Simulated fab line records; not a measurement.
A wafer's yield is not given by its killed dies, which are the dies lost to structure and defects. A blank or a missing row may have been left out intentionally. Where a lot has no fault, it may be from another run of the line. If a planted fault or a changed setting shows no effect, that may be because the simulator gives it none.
The tool behind it: which one?    flow berkeley_cmos170    36 wafers from 12 lots sampled at 5 of the route's 331 steps

## WHAT EACH GAUGE READ, for each wafer
UCB170_CONTACT_THK_MEAS_02.
lot   measured      on             CONTACT_PSG_THK (nm)
L805  day 8 09:32   film_metro-04  711 704 702
L808  day 8 20:39   film_metro-01  700 697 704
L806  day 8 22:26   film_metro-03  701 701 706
L809  day 8 21:34   film_metro-03  707 712 702
L807  day 8 22:26   film_metro-01  697 699 693
L818  day 10 18:44  film_metro-03  470 470 464
L817  day 10 20:32  film_metro-01  471 470 468
L820  day 11 10:44  film_metro-03  700 701 696
L822  day 11 21:25  film_metro-01  705 708 701
L824  day 12 16:28  film_metro-03  699 696 697
L825  day 13 04:36  film_metro-01  691 689 685
L828  day 13 17:07  film_metro-03  699 694 702

## TOOL THAT RAN EACH LOT (tool first, then ch and the chambers of the sampled wafers, then the start)
lot   UCB170_SPACER_CVD_00             UCB170_PSD_STRIP_09                   UCB170_BACKSIDE_STRIP_03              UCB170_CONTACT_CVD_01
L805  pecvd-04 ch 0,1,2, day 7 15:27   plasma_asher-04 ch 0,1, day 8 01:26   plasma_asher-04 ch 0,1, day 8 05:16   lpcvd-02 ch 0, day 8 07:44
L808  pecvd-02 ch 0,2, day 8 03:59     plasma_asher-02 ch 0,1, day 8 13:44   plasma_asher-02 ch 0,1, day 8 16:58   lpcvd-02 ch 1, day 8 18:52
L806  pecvd-03 ch 0,2, day 8 04:14     plasma_asher-04 ch 0,1, day 8 13:44   plasma_asher-04 ch 0,1, day 8 17:12   lpcvd-02 ch 0, day 8 20:39
L809  pecvd-04 ch 0,1, day 8 04:25     plasma_asher-01 ch 0,1, day 8 13:28   plasma_asher-04 ch 0,1, day 8 16:45   lpcvd-01 ch 0, day 8 18:54
L807  pecvd-02 ch 0,1,2, day 8 04:37   plasma_asher-01 ch 0,1, day 8 14:00   plasma_asher-04 ch 0,1, day 8 18:11   lpcvd-02 ch 0, day 8 20:39
L818  pecvd-04 ch 0,1,2, day 10 03:56  plasma_asher-04 ch 0,1, day 10 12:14  plasma_asher-02 ch 0,1, day 10 15:25  lpcvd-02 ch 0, day 10 16:58
L817  pecvd-03 ch 0,1, day 10 04:56    plasma_asher-04 ch 0,1, day 10 12:30  plasma_asher-04 ch 0,1, day 10 16:00  lpcvd-02 ch 1, day 10 18:44
L820  pecvd-04 ch 1,2, day 10 16:44    plasma_asher-02 ch 0,1, day 11 05:08  plasma_asher-04 ch 0,1, day 11 07:31  lpcvd-01 ch 0, day 11 08:57
L822  pecvd-02 ch 1,2, day 11 05:44    plasma_asher-02 ch 0,1, day 11 12:46  plasma_asher-04 ch 0,1, day 11 16:59  lpcvd-01 ch 1, day 11 19:37
L824  pecvd-03 ch 0,2, day 11 22:44    plasma_asher-02 ch 0,1, day 12 07:32  plasma_asher-03 ch 0,1, day 12 13:15  lpcvd-01 ch 0, day 12 14:40
L825  pecvd-03 ch 0,2, day 12 11:57    plasma_asher-02 ch 0,1, day 12 19:11  plasma_asher-03 ch 1, day 12 22:26    lpcvd-01 ch 0, day 13 02:49
L828  pecvd-02 ch 0,1,2, day 13 02:39  plasma_asher-02 ch 0,1, day 13 11:24  plasma_asher-04 ch 0,1, day 13 13:41  lpcvd-01 ch 1, day 13 15:19
- UCB170_SPACER_CVD_00: deposits SiO2 from TEOS/O2, target thk 376 nm, time 47 s.
- UCB170_PSD_STRIP_09: strips in O2.
- UCB170_BACKSIDE_STRIP_03: strips in O2.
- UCB170_CONTACT_CVD_01: deposits PSG from SiH4/O2/PH3, target thk 700 nm, time 2820 s.

## WHAT THE TOOLS THEMSELVES READ (means of the sampled wafers that have a number; where no wafer has one, the mark that the record gives instead)
UCB170_SPACER_CVD_00.
lot   tool      heater_power_w (W)
L805  pecvd-04  228
L808  pecvd-02  179
L806  pecvd-03  223
L809  pecvd-04  263
L807  pecvd-02  261
L818  pecvd-04  236
L817  pecvd-03  281
L820  pecvd-04  207
L822  pecvd-02  309
L824  pecvd-03  203
L825  pecvd-03  226
L828  pecvd-02  241

UCB170_PSD_STRIP_09.
lot   tool             drypump_motor_current_A (A)  oes_product_au (a.u.)  strip_time_to_endpoint_s (s)
L805  plasma_asher-04  5.1                          0.605                  29.36
L808  plasma_asher-02  5.5                          0.600                  29.43
L806  plasma_asher-04  5.1                          0.597                  29.30
L809  plasma_asher-01  5.8                          0.603                  29.38
L807  plasma_asher-01  5.6                          0.602                  29.30
L818  plasma_asher-04  5.1                          0.604                  29.26
L817  plasma_asher-04  5.1                          0.602                  29.48
L820  plasma_asher-02  5.8                          0.600                  29.38
L822  plasma_asher-02  5.5                          0.596                  29.43
L824  plasma_asher-02  5.5                          0.604                  29.39
L825  plasma_asher-02  5.5                          0.601                  29.46
L828  plasma_asher-02  5.5                          0.601                  29.45

UCB170_BACKSIDE_STRIP_03.
lot   tool             drypump_motor_current_A (A)  oes_product_au (a.u.)  strip_time_to_endpoint_s (s)
L805  plasma_asher-04  5.1                          0.731                  22.00
L808  plasma_asher-02  5.8                          0.732                  21.85
L806  plasma_asher-04  5.1                          0.740                  21.96
L809  plasma_asher-04  5.1                          0.734                  21.88
L807  plasma_asher-04  5.1                          0.736                  22.01
L818  plasma_asher-02  5.5                          0.738                  21.98
L817  plasma_asher-04  5.1                          0.735                  21.91
L820  plasma_asher-04  5.1                          0.737                  21.97
L822  plasma_asher-04  5.1                          0.734                  22.03
L824  plasma_asher-03  5.7                          0.736                  21.95
L825  plasma_asher-03  5.6                          0.736                  21.88
L828  plasma_asher-04  5.1                          0.733                  22.07

UCB170_CONTACT_CVD_01.
lot   tool      sih4_flow_sccm (sccm)
L805  lpcvd-02  60.01
L808  lpcvd-02  60.06
L806  lpcvd-02  59.74
L809  lpcvd-01  60.21
L807  lpcvd-02  59.93
L818  lpcvd-02  59.96
L817  lpcvd-02  60.22
L820  lpcvd-01  59.69
L822  lpcvd-01  59.96
L824  lpcvd-01  59.95
L825  lpcvd-01  59.83
L828  lpcvd-01  59.92

## THE ANSWER, worked out from the rows above alone
Rule: usual is defined by the lots themselves. Put in order of their means at a reading, lots are off if they are a third of the lots or fewer, leave a main group of 4 or more, and stand apart from it by a gap of 3 or more times the standard deviation of the main group's means; of several such gaps the widest counts. The tables above print the reading to a certain number of digits; a main group whose means all agree to those digits is not used. Also off: a lot with no number at a reading for which 4 or more lots have one. All remaining lots with rows at the step are treated as sound. The gauges are gone through in route order, then the tools' own readings, and for those a lot's mean is taken as printed above. The first step at which some lot is off is used, and at that step the reading that is off furthest; a lot without a number counts as furthest.
Off: L818, L817, seen at UCB170_CONTACT_THK_MEAS_02 (CONTACT_PSG_THK). For the main group the mean is 700 nm and the standard deviation 5.2.
A tool fits if, at a process step before that reading, it ran every lot that is off, and no sound lot after the first of them. Not tried: the gauges at UCB170_CONTACT_THK_MEAS_02; whatever is off there is also off at UCB170_PSD_STRIP_09, on other tools, and gauge error can't account for it. Can't be told from this: 2 tools fit, plasma_asher-04 at UCB170_PSD_STRIP_09, lpcvd-02 at UCB170_CONTACT_CVD_01.

## WHAT HAD BEEN PUT IN BY THE SIMULATOR
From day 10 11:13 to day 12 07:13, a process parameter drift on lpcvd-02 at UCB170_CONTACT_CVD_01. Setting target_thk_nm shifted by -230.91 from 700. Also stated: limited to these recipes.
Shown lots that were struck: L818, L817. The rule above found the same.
